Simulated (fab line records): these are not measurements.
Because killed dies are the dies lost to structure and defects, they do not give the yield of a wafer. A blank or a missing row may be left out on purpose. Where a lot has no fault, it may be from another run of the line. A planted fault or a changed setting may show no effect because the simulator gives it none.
Which tool did it? | flow berkeleyCmos170 | 14 lots with 42 wafers sampled at 5 steps, on a route of 331 steps

WHAT THE GAUGES READ, wafer by wafer
UCB170_PFIELD_TW_MEAS_09.
lot  | measured    | on           | PFIELD_TW
L164 | day 4 11:55 | filmMetro-03 | 599 595 600
L165 | day 4 18:14 | filmMetro-01 | 606 605 605
L166 | day 5 02:03 | filmMetro-03 | 604 603 603
L168 | day 5 09:16 | filmMetro-02 | 602 603 602
L169 | day 5 22:05 | filmMetro-03 | 601 603 600
L170 | day 6 01:52 | filmMetro-03 | 602 603 601
L172 | day 6 11:11 | filmMetro-03 | 600 603 604
L175 | day 6 22:08 | filmMetro-02 | 606 606 606
L176 | day 7 12:44 | filmMetro-02 | 604 607 608
L177 | day 7 12:53 | filmMetro-02 | 608 609 609
L179 | day 7 22:21 | filmMetro-01 | 514 516 515
L180 | day 8 04:00 | filmMetro-03 | 502 504 504
L184 | day 8 21:05 | filmMetro-01 | 611 612 612
L185 | day 8 22:14 | filmMetro-02 | 604 609 605

UCB170_NVT_TW_MEAS_09.
lot  | measured     | on           | NVT_TW
L164 | day 5 19:05  | filmMetro-01 | 533 534 534
L165 | day 6 02:11  | filmMetro-01 | 536 536 535
L166 | day 6 12:01  | filmMetro-02 | 527 526 524
L168 | day 6 19:45  | filmMetro-03 | 525 523 525
L169 | day 7 11:10  | filmMetro-01 | 532 531 534
L170 | day 7 10:58  | filmMetro-03 | 522 524 523
L172 | day 7 17:05  | filmMetro-02 | 528 532 528
L175 | day 8 06:10  | filmMetro-03 | 524 522 525
L176 | day 8 13:28  | filmMetro-01 | 536 537 539
L177 | day 8 14:27  | filmMetro-01 | 534 535 537
L179 | day 8 23:34  | filmMetro-03 | 525 525 521
L180 | day 9 06:40  | filmMetro-03 | 524 522 524
L184 | day 10 00:29 | filmMetro-02 | 524 524 527
L185 | day 10 00:17 | filmMetro-02 | 524 525 527

UCB170_NSD_CD_MEAS_06 targets a cd of 1200 nm.
lot  | measured     | on       | cdNm (nm)
L164 | day 6 22:56  | cdSem-01 | 1201.7 1201.4 1202.0
L165 | day 7 10:25  | cdSem-01 | 1202.3 1200.5 1201.0
L166 | day 7 20:09  | cdSem-01 | 1198.4 1200.0 1199.9
L168 | day 8 03:13  | cdSem-02 | 1199.4 1200.7 1198.9
L169 | day 8 13:16  | cdSem-01 | 1199.8 1199.9 1198.6
L170 | day 8 13:55  | cdSem-02 | 1200.8 1201.5 1201.8
L172 | day 8 17:26  | cdSem-02 | 1202.9 1202.2 1202.1
L175 | day 9 09:44  | cdSem-02 | 1199.5 1201.0 1200.7
L176 | day 9 15:21  | cdSem-02 | 1199.6 1200.4 1198.8
L177 | day 9 15:14  | cdSem-01 | 1201.3 1199.1 1201.0
L179 | day 10 04:19 | cdSem-02 | 1200.3 1200.1 1199.7
L180 | day 10 08:34 | cdSem-02 | 1197.1 1197.2 1198.9
L184 | day 11 04:02 | cdSem-02 | 1203.2 1204.6 1203.1
L185 | day 11 02:35 | cdSem-02 | 1200.6 1200.1 1200.0

WHICH TOOL RAN EACH LOT (tool, then ch and the chambers of the sampled wafers, then the start)
lot  | UCB170_PFIELD_IMPLANT_07       | UCB170_SPACER_ETCHBACK_03
L164 | implanter-03 ch 0, day 4 11:40 | rieDiel-01 ch 0,1,3, day 6 20:00
L165 | implanter-02 ch 0, day 4 18:01 | rieDiel-01 ch 1,2, day 7 06:37
L166 | implanter-03 ch 0, day 5 01:48 | rieDiel-04 ch 1,2, day 7 16:04
L168 | implanter-03 ch 0, day 5 09:01 | rieDiel-02 ch 1,2,3, day 7 22:55
L169 | implanter-02 ch 0, day 5 21:50 | rieDiel-01 ch 1,3, day 8 10:28
L170 | implanter-04 ch 0, day 6 01:38 | rieDiel-04 ch 0,1, day 8 10:28
L172 | implanter-04 ch 0, day 6 10:56 | rieDiel-02 ch 1,2, day 8 13:19
L175 | implanter-04 ch 0, day 6 21:54 | rieDiel-02 ch 2,3, day 9 06:47
L176 | implanter-02 ch 0, day 7 12:29 | rieDiel-04 ch 0,3, day 9 11:20
L177 | implanter-04 ch 0, day 7 12:38 | rieDiel-01 ch 0,2, day 9 11:20
L179 | implanter-04 ch 0, day 7 22:06 | rieDiel-02 ch 0,1,2, day 9 22:58
L180 | implanter-04 ch 0, day 8 03:46 | rieDiel-02 ch 0,3, day 10 05:26
L184 | implanter-03 ch 0, day 8 20:50 | rieDiel-02 ch 1,3, day 10 23:50
L185 | implanter-03 ch 0, day 8 21:59 | rieDiel-01 ch 0,3, day 10 23:46
- UCB170_PFIELD_IMPLANT_07
- UCB170_SPACER_ETCHBACK_03: etches SiO2 in CHF3/CF4/Ar, stops on Si, target depth 376 nm, time 100 s.

WHAT THE TOOLS THEMSELVES READ (means of the sampled wafers that have a number; where no wafer has one, the mark that the record gives instead)
UCB170_PFIELD_IMPLANT_07.
lot  | tool         | doseIonsCm2 | faradayCurrentUA
L164 | implanter-03 | 2e+13       | 62.5
L165 | implanter-02 | 2e+13       | 64.1
L166 | implanter-03 | 2e+13       | 63.5
L168 | implanter-03 | 2e+13       | 64.8
L169 | implanter-02 | 2e+13       | 63.6
L170 | implanter-04 | 2e+13       | 63.8
L172 | implanter-04 | 2e+13       | 63.5
L175 | implanter-04 | 2e+13       | 63.1
L176 | implanter-02 | 2e+13       | 63.4
L177 | implanter-04 | 2e+13       | 63.8
L179 | implanter-04 | 1e+13       | 36.3
L180 | implanter-04 | 1e+13       | 37.0
L184 | implanter-03 | 2e+13       | 62.9
L185 | implanter-03 | 2e+13       | 63.6

UCB170_SPACER_ETCHBACK_03.
lot  | tool       | cf4FlowSccm (sccm) | drypumpMotorCurrentA (A) | oesProductAu (a.u.) | throttleValvePct (%)
L164 | rieDiel-01 | 10.008             | 5.6                      | 0.911               | 6.56
L165 | rieDiel-01 | 9.987              | 5.7                      | 0.898               | 6.30
L166 | rieDiel-04 | 10.005             | 5.9                      | 0.903               | 6.56
L168 | rieDiel-02 | 9.995              | 5.7                      | 0.887               | 6.40
L169 | rieDiel-01 | 9.997              | 5.7                      | 0.917               | 6.49
L170 | rieDiel-04 | 10.024             | 5.6                      | 0.912               | 6.44
L172 | rieDiel-02 | 9.993              | 5.7                      | 0.891               | 6.37
L175 | rieDiel-02 | 9.994              | 5.7                      | 0.898               | 6.41
L176 | rieDiel-04 | 10.048             | 6.2                      | 0.885               | 6.31
L177 | rieDiel-01 | 9.962              | 5.7                      | 0.906               | 6.38
L179 | rieDiel-02 | 9.975              | 5.9                      | 0.902               | 6.41
L180 | rieDiel-02 | 9.997              | 5.9                      | 0.920               | 6.44
L184 | rieDiel-02 | 10.020             | 5.6                      | 0.905               | 6.38
L185 | rieDiel-01 | 10.009             | 5.8                      | 0.917               | 6.67

THE ANSWER, worked out from the rows above alone
Rule: what is usual is taken from the lots themselves. The widest of any qualifying gaps counts: lots, ordered by their means at a reading, are off when they make up no more than a third of the lots, leave a main group of 4 or more, and stand apart from it by 3 or more times the standard deviation of that group's means. Not used: any main group whose means are identical at the precision the tables above print for the reading. A lot without any number at a reading at which 4 lots or more have one is off too. Where the step has rows for the other lots, those lots are counted as sound. The gauges are gone through in route order, then the tools' own readings, and for those a lot's mean is taken as printed above. At the first step where some lot is off, the reading lying furthest off is the one used; lots without a number count as furthest.
Off: L179, L180, seen at UCB170_PFIELD_TW_MEAS_09 (PFIELD_TW). Main group: mean 604, sd 3.5.
If a tool, at a process step before that reading, ran all the lots that are off and no sound lot after the first of them, it fits. The gauges at UCB170_PFIELD_TW_MEAS_09 aren't tried: what is off there is off at UCB170_PFIELD_IMPLANT_07 too, on other tools, and a gauge's error can't cause that. One fits: UCB170_PFIELD_IMPLANT_07 on implanter-04. Its last sound lot is L177 (day 7 12:38), its first lot that is off L179 (day 7 22:06): a fault that began between those two fits.
The tool's own readings at UCB170_PFIELD_IMPLANT_07 bear it out: on the lots that are off they differ by more than 5 times the standard deviation of the sound lots' means. doseIonsCm2 reads 1e+13 there against 2e+13 on the sound lots; faradayCurrentUA reads 36.6 there against 63.5 on the sound lots.

WHAT WAS PUT IN BY THE SIMULATOR
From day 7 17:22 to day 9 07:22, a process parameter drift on implanter-04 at UCB170_PFIELD_IMPLANT_07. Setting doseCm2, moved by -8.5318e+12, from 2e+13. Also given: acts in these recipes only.
Shown lots that were struck: L179, L180. This agrees with what the rule above found.
